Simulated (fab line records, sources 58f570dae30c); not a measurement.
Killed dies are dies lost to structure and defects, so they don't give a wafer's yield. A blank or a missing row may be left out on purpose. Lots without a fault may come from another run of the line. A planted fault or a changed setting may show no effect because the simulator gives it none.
Which tool did it? | flow berkeley_cmos170 | 15 lots, 44 wafers sampled, at 4 steps of a route of 331

WHAT THE GAUGES READ, wafer by wafer
UCB170_V1_BOW_MEAS_03. Usual: V1_BOW 18 um, standard deviation 7.
lot  | measured     | on            | V1_BOW (um) | flag
L247 | day 8 17:11  | film_metro-04 | 30 14 12    |
L248 | day 8 15:49  | film_metro-04 | 20 25 27    |
L249 | day 9 04:38  | film_metro-01 | 21 26 24    |
L251 | day 9 08:20  | film_metro-04 | 10 19 12    |
L253 | day 9 20:11  | film_metro-04 | 18 22 18    |
L255 | day 10 06:55 | film_metro-04 | 22 20       |
L256 | day 10 05:34 | film_metro-04 | 20 33 34    |
L258 | day 11 00:39 | film_metro-02 | 19 12 17    |
L261 | day 11 16:46 | film_metro-01 | 17 12 20    |
L262 | day 11 16:45 | film_metro-04 | 22 23 14    |
L264 | day 12 01:55 | film_metro-04 | 39 23 23    |
L265 | day 12 04:32 | film_metro-04 | 14 5 11     |
L267 | day 12 20:20 | film_metro-02 | 28 32 23    |
L268 | day 12 18:59 | film_metro-04 | 20 25 2     |
L269 | day 12 21:40 | film_metro-02 | 16 11 17    |

UCB170_M3_CD_MEAS_15: target cd 700 nm. Usual: cd_nm 700.1 nm, standard deviation 1.4.
lot  | measured     | on        | cd_nm (nm)        | flag
L247 | day 9 03:45  | cd_sem-02 | 702.2 699.8 702.9 |
L248 | day 9 03:43  | cd_sem-01 | 699.0 699.5 697.6 |
L249 | day 9 15:32  | cd_sem-01 | 699.8 700.0 698.8 |
L251 | day 9 18:22  | cd_sem-02 | 700.0 700.6 699.2 |
L253 | day 10 06:35 | cd_sem-01 | 697.6 698.4 697.5 |
L255 | day 10 19:44 | cd_sem-01 | 701.1 700.4       |
L256 | day 10 16:01 | cd_sem-01 | 700.5 702.8 700.6 |
L258 | day 11 12:31 | cd_sem-02 | 700.9 701.2 701.7 |
L261 | day 12 03:55 | cd_sem-01 | 700.5 700.6 701.3 |
L262 | day 12 03:19 | cd_sem-02 | 700.3 701.2 702.0 |
L264 | day 12 15:07 | cd_sem-02 | 697.6 700.4 700.8 |
L265 | day 12 16:26 | cd_sem-01 | 702.7 701.3 703.2 |
L267 | day 13 07:50 | cd_sem-02 | 700.8 700.4 699.9 |
L268 | day 13 05:35 | cd_sem-02 | 700.7 699.4 700.2 |
L269 | day 13 08:26 | cd_sem-02 | 698.3 698.3 697.9 |

WHICH TOOL RAN EACH LOT (tool, then ch and the chambers of the sampled wafers, then the start)
lot  | UCB170_NWELL_CVD_04        | UCB170_M2_STRIP_07
L247 | lpcvd-01 ch 1, day 2 12:49 | plasma_asher-03 ch 0, day 8 20:49
L248 | lpcvd-01 ch 0, day 2 12:49 | plasma_asher-03 ch 0,1, day 8 19:34
L249 | lpcvd-02 ch 0, day 2 20:15 | plasma_asher-02 ch 0,1, day 9 08:38
L251 | lpcvd-01 ch 0, day 3 06:24 | plasma_asher-04 ch 0,1, day 9 11:14
L253 | lpcvd-01 ch 0, day 3 17:07 | plasma_asher-03 ch 0,1, day 9 23:47
L255 | lpcvd-01 ch 1, day 4 08:13 | plasma_asher-04 ch 0, day 10 10:43
L256 | lpcvd-01 ch 1, day 4 08:13 | plasma_asher-03 ch 0,1, day 10 08:45
L258 | lpcvd-01 ch 1, day 5 03:26 | plasma_asher-04 ch 0,1, day 11 03:51
L261 | lpcvd-02 ch 1, day 5 19:15 | plasma_asher-03 ch 0,1, day 11 21:16
L262 | lpcvd-02 ch 0, day 5 19:15 | plasma_asher-02 ch 0,1, day 11 20:50
L264 | lpcvd-02 ch 1, day 6 03:25 | plasma_asher-04 ch 0,1, day 12 06:36
L265 | lpcvd-02 ch 1, day 6 13:06 | plasma_asher-04 ch 0,1, day 12 08:59
L267 | lpcvd-02 ch 0, day 7 00:55 | plasma_asher-04 ch 0,1, day 12 23:48
L268 | lpcvd-02 ch 0, day 7 00:55 | plasma_asher-02 ch 0,1, day 12 21:50
L269 | lpcvd-02 ch 1, day 7 06:36 | plasma_asher-02 ch 0,1, day 13 00:26
- UCB170_NWELL_CVD_04: deposits Si3N4 from SiH2Cl2/NH3, target thk 224 nm, time 3360 s.
- UCB170_M2_STRIP_07: strips in O2.

WHAT THE TOOLS THEMSELVES READ (means of the sampled wafers that have a number; where no wafer has one, the mark that the record gives instead)
UCB170_NWELL_CVD_04. Usual: spike_tc_centre_C 803.0 C, standard deviation 1.
lot  | tool     | spike_tc_centre_C (C) | flag
L247 | lpcvd-01 | 802.5                 |
L248 | lpcvd-01 | 804.1                 |
L249 | lpcvd-02 | 803.9                 |
L251 | lpcvd-01 | 803.5                 |
L253 | lpcvd-01 | 802.9                 |
L255 | lpcvd-01 | 803.4                 |
L256 | lpcvd-01 | 802.8                 |
L258 | lpcvd-01 | 802.7                 |
L261 | lpcvd-02 | 802.5                 |
L262 | lpcvd-02 | 802.8                 |
L264 | lpcvd-02 | 803.7                 |
L265 | lpcvd-02 | 802.7                 |
L267 | lpcvd-02 | 803.0                 |
L268 | lpcvd-02 | 803.1                 |
L269 | lpcvd-02 | 802.9                 |

UCB170_M2_STRIP_07. Usual: drypump_motor_current_A 6.0 A, standard deviation 0.33; oes_product_au 0.735 a.u., standard deviation 0.0046; strip_time_to_endpoint_s 21.98 s, standard deviation 0.065.
lot  | tool            | drypump_motor_current_A (A) | oes_product_au (a.u.) | strip_time_to_endpoint_s (s) | flag
L247 | plasma_asher-03 | 5.9                         | 0.734                 | 21.91                        |
L248 | plasma_asher-03 | 6.5                         | 0.735                 | 21.92                        |
L249 | plasma_asher-02 | 6.2                         | 0.731                 | 21.99                        |
L251 | plasma_asher-04 | 5.7                         | 0.737                 | 21.88                        |
L253 | plasma_asher-03 | 6.4                         | 0.734                 | 21.97                        |
L255 | plasma_asher-04 | 5.8                         | 0.734                 | 22.00                        |
L256 | plasma_asher-03 | 6.2                         | 0.733                 | 21.92                        |
L258 | plasma_asher-04 | 5.8                         | 0.730                 | 21.98                        |
L261 | plasma_asher-03 | 6.5                         | 0.738                 | 21.96                        |
L262 | plasma_asher-02 | 6.2                         | 0.735                 | 22.08                        |
L264 | plasma_asher-04 | 5.8                         | 0.734                 | 22.02                        |
L265 | plasma_asher-04 | 5.7                         | 0.732                 | 21.97                        |
L267 | plasma_asher-04 | 5.8                         | 0.733                 | 22.04                        |
L268 | plasma_asher-02 | 6.2                         | 0.735                 | 21.98                        |
L269 | plasma_asher-02 | 6.1                         | 0.734                 | 22.03                        |

THE ANSWER, worked out from the rows above alone
Rule: a lot is off if the mean of its wafers that have a number lies more than 3 standard deviations from the usual mean. A lot without any number at a reading at which 4 lots or more have one is off too. The other lots that the step has rows for count as sound. The gauges are gone through in route order, then the tools' own readings, and for those a lot's mean is taken as printed above. The first step at which some lot is off is used, and at that step the reading that is off furthest; a lot without a number counts as furthest.
No lot is off at any reading shown: from this, nothing can be told.

WHAT THE SIMULATOR HAD PUT IN
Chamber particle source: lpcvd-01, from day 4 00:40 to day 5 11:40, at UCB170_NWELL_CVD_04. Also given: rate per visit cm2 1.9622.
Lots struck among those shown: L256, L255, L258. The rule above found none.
